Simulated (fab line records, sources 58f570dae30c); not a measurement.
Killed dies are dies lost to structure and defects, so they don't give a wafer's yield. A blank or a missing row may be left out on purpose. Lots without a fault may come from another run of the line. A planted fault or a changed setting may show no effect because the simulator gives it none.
Tool commonality check | flow berkeley_cmos170 | 15 lots, 45 wafers sampled

WHY IT WAS OPENED
At UCB170_PVT_TW_MEAS_09 the reading PVT_TW is flagged on 3 of 15 lots. Wafers without a fault read 506, standard deviation 5.3.
Rule: a lot is flagged when every wafer of it that has a number lies more than 4 standard deviations from that mean, or none has a number. The other lots count as sound.

lot  | measured     | on            | PVT_TW, wafer by wafer | flag
L766 | day 5 15:39  | film_metro-02 | 504 505 505            |
L767 | day 6 10:40  | film_metro-02 | 501 502 500            |
L768 | day 6 10:51  | film_metro-01 | 505 503 503            |
L772 | day 7 03:59  | film_metro-02 | 505 499 499            |
L771 | day 7 04:13  | film_metro-01 | 502 502 504            |
L770 | day 7 04:31  | film_metro-02 | 502 500 502            |
L774 | day 7 10:12  | film_metro-01 | 505 504 506            |
L777 | day 8 05:17  | film_metro-04 | 650 647 652            | FLAGGED
L782 | day 8 15:55  | film_metro-04 | 650 648 650            | FLAGGED
L778 | day 8 16:11  | film_metro-04 | 649 646 650            | FLAGGED
L781 | day 8 23:31  | film_metro-01 | 504 508 506            |
L786 | day 9 19:05  | film_metro-04 | 513 515 510            |
L788 | day 10 14:41 | film_metro-04 | 514 516 512            |
L787 | day 10 14:47 | film_metro-02 | 502 502 504            |
L789 | day 10 16:20 | film_metro-02 | 506 504 505            |
The numbers of the flagged lots are 649 on average: +143 against the usual, or +27 standard deviations.

WHICH TOOL RAN EACH LOT
The record holds 3 process steps before the reading, out of a route of 331 steps. In each cell: the tool, then ch and the chambers that the sampled wafers went through, then the start.
lot  | flag    | UCB170_PFIELD_STRIP_08              | UCB170_NVT_COAT_01                | UCB170_PVT_STRIP_08
L766 |         | plasma_asher-03 ch 0, day 4 11:48   | litho_track-01 ch 0, day 5 12:16  | plasma_asher-04 ch 1, day 5 15:33
L767 |         | plasma_asher-03 ch 0,1, day 5 04:17 | litho_track-01 ch 0, day 6 08:10  | plasma_asher-04 ch 0,1, day 6 10:34
L768 |         | plasma_asher-01 ch 0, day 5 04:08   | litho_track-03 ch 0, day 6 08:11  | plasma_asher-02 ch 0,1, day 6 10:44
L772 |         | plasma_asher-04 ch 0,1, day 5 21:44 | litho_track-01 ch 0, day 7 01:00  | plasma_asher-01 ch 0, day 7 03:53
L771 |         | plasma_asher-01 ch 0,1, day 5 21:20 | litho_track-03 ch 0, day 7 01:07  | plasma_asher-04 ch 0,1, day 7 04:08
L770 |         | plasma_asher-04 ch 0,1, day 5 21:20 | litho_track-01 ch 0, day 7 01:32  | plasma_asher-01 ch 0,1, day 7 04:25
L774 |         | plasma_asher-03 ch 0,1, day 6 02:22 | litho_track-01 ch 0, day 7 06:47  | plasma_asher-04 ch 0,1, day 7 10:05
L777 | FLAGGED | plasma_asher-01 ch 0,1, day 7 01:29 | litho_track-01, day 8 01:35       | plasma_asher-01 ch 0,1, day 8 05:11
L782 | FLAGGED | plasma_asher-01 ch 0,1, day 7 09:32 | litho_track-01, day 8 12:11       | plasma_asher-04 ch 0,1, day 8 15:49
L778 | FLAGGED | plasma_asher-04 ch 0,1, day 7 09:16 | litho_track-04, day 8 12:22       | plasma_asher-01 ch 0,1, day 8 16:05
L781 |         | plasma_asher-03 ch 0, day 7 19:58   | litho_track-04 ch 0, day 8 20:48  | plasma_asher-01 ch 0,1, day 8 23:25
L786 |         | plasma_asher-03 ch 0,1, day 8 10:57 | litho_track-01 ch 0, day 9 16:37  | plasma_asher-04 ch 0,1, day 9 18:59
L788 |         | plasma_asher-01 ch 0,1, day 9 05:14 | litho_track-04 ch 0, day 10 09:44 | plasma_asher-04 ch 0,1, day 10 14:32
L787 |         | plasma_asher-03 ch 0,1, day 9 10:01 | litho_track-04 ch 0, day 10 11:43 | plasma_asher-02 ch 0,1, day 10 14:41
L789 |         | plasma_asher-04 ch 0,1, day 9 14:38 | litho_track-01 ch 0, day 10 13:21 | plasma_asher-04 ch 0,1, day 10 16:14
What these steps do:
- UCB170_PFIELD_STRIP_08: strips in O2.
- UCB170_NVT_COAT_01: resist thk 900 nm.
- UCB170_PVT_STRIP_08: strips in O2.
- UCB170_PVT_TW_MEAS_09

FLAGGED OVER TOTAL, TOOL BY TOOL (the gauges that took the reading come last)
step                   | tool            | lots run | flagged | share of the flagged lots | sound lots run after its first flagged lot
UCB170_PFIELD_STRIP_08 | plasma_asher-01 | 5        | 2       | some                      | 1 (L788)
UCB170_PFIELD_STRIP_08 | plasma_asher-03 | 6        | 0       | none                      | -
UCB170_PFIELD_STRIP_08 | plasma_asher-04 | 4        | 1       | some                      | 1 (L789)
UCB170_NVT_COAT_01     | litho_track-01  | 9        | 2       | some                      | 2 (L786,L789)
UCB170_NVT_COAT_01     | litho_track-03  | 2        | 0       | none                      | -
UCB170_NVT_COAT_01     | litho_track-04  | 4        | 1       | some                      | 3 (L781,L788,L787)
UCB170_PVT_STRIP_08    | plasma_asher-01 | 5        | 2       | some                      | 1 (L781)
UCB170_PVT_STRIP_08    | plasma_asher-02 | 2        | 0       | none                      | -
UCB170_PVT_STRIP_08    | plasma_asher-04 | 8        | 1       | some                      | 3 (L786,L788,L789)
UCB170_PVT_TW_MEAS_09  | film_metro-01   | 4        | 0       | none                      | -
UCB170_PVT_TW_MEAS_09  | film_metro-02   | 6        | 0       | none                      | -
UCB170_PVT_TW_MEAS_09  | film_metro-04   | 5        | 3       | all                       | 2 (L786,L788)

WHAT THE TABLE ALLOWS
1 row of the table ran every flagged lot: film_metro-04 at UCB170_PVT_TW_MEAS_09.
- film_metro-04 at UCB170_PVT_TW_MEAS_09: 3 of its 5 lots flagged. Sound lots ran on it after the first flagged one (L786, L788), which a lasting fault on the whole tool wouldn't allow.
No row of the table ran every flagged lot and no sound lot after the first.

WHAT THE SIMULATOR HAD PUT IN
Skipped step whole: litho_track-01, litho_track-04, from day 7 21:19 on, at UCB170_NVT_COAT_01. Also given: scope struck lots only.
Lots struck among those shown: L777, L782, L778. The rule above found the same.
